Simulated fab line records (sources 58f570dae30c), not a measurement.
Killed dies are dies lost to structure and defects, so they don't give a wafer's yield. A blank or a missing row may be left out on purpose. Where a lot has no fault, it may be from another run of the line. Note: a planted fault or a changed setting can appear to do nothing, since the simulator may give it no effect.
Code-filled problem report in 8D (eight disciplines) form	flow berkeley-cmos170	the parts of the form that need people (team, actions taken, sign-off) are left out

## 1. THE PROBLEM
At UCB170_NLDD_CD_MEAS_06, cd-nm averages 1209.0 nm over 6 wafers from 2 lots, while fault-free wafers read 1200.1 nm, standard deviation 1.4. That is +6.4 standard deviations from the usual mean.
The step: target cd 1200 nm.
Seen first at day 8 08:38 on cd-sem-02, wafer L641.3. At this step, 42 wafers from 14 lots have a number in the record. The rule behind "out" and "out of limits": a value lying over 4 standard deviations away from the usual mean. The rest of the wafers with a number are treated as sound.

## 2. WHAT IT IS, AND WHAT IT ISN'T
question	is	is not
which readings at this step	cd-nm	-
which lots	L641, L643	L631, L632, L635, L636, L638, L640, L647, L648, L649, L651, L652, L654
which wafers of those lots	all that have a number	-
read on which gauges	cd-sem-02	cd-sem-01
when	from day 8 08:38	up to then (18 sound wafers); but 18 sound wafers of L647, L648, L649, L651, L652, L654 came after

## 3. SUSPECTS, AND WHAT RULES EACH OUT
Counting: a tool stays on the suspect list if, at a process step up to the reading, it processed all lots that are out and no sound lot following the first of them.
- the gauge at UCB170_NLDD_CD_MEAS_06: ruled out. All the wafers that are out were read on cd-sem-02, but those of them that UCB170_NLDD_SOFTBAKE_02 has rows for are out there too, on other tools.
- litho-track-02 at UCB170_NLDD_SOFTBAKE_02 (time 60 s): kept. Every lot that is out went through it, starting with L641 (day 8 07:37), and after that it ran no sound lot; the last sound lot it ran before then is L640 (day 7 23:02). Out on those wafers are its own readings of heater-power-total-W, plate-temp-C.
After counting, what remains is litho-track-02 at UCB170_NLDD_SOFTBAKE_02.

## 4. THE CAUSE (what the simulator had put in)
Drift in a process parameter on litho-track-02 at UCB170_NLDD_SOFTBAKE_02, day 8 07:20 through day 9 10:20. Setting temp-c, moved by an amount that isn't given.
Only this tool survived the counting.

## 5. THE EFFECT CHAIN, in route order
Each row: a reading whose mean over the struck wafers that have a number lies more than 3 standard deviations from the usual. Readings are gone through only where the record gives a usual standard deviation; hours: the median, over the lots, of the time from a lot's start at the first step in this table giving one to that lot's start at this step; sigmas: the change measured in usual standard deviations.
hours	step	reading	usual	on struck wafers	change	sigmas
0	UCB170_NLDD_SOFTBAKE_02	heater-power-total-W	56.79 W	58.45	+1.66	+39
0	UCB170_NLDD_SOFTBAKE_02	plate-temp-C	129.98 C	132.94	+2.96	+23
1	UCB170_NLDD_CD_MEAS_06	cd-nm	1200.1 nm	1209.0	+9.0	+6.4
The process steps in it:
- UCB170_NLDD_SOFTBAKE_02: time 60 s.

## 6. WHAT WOULD HAVE CAUGHT IT SOONER
In this record the first reading out of limits at a measuring or inspecting step was taken at day 8 08:38, 1 hour after the fault began at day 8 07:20.
At UCB170_NLDD_SOFTBAKE_02, the tool's own readings (heater-power-total-W, plate-temp-C) were out on each struck wafer the step has a row for, so an alarm limit on them would have fired on the first such wafer.
Of the lots that are out (2), L643 began UCB170_NLDD_SOFTBAKE_02 on litho-track-02 after day 8 08:38. A hold on the tool at that time would have spared it.
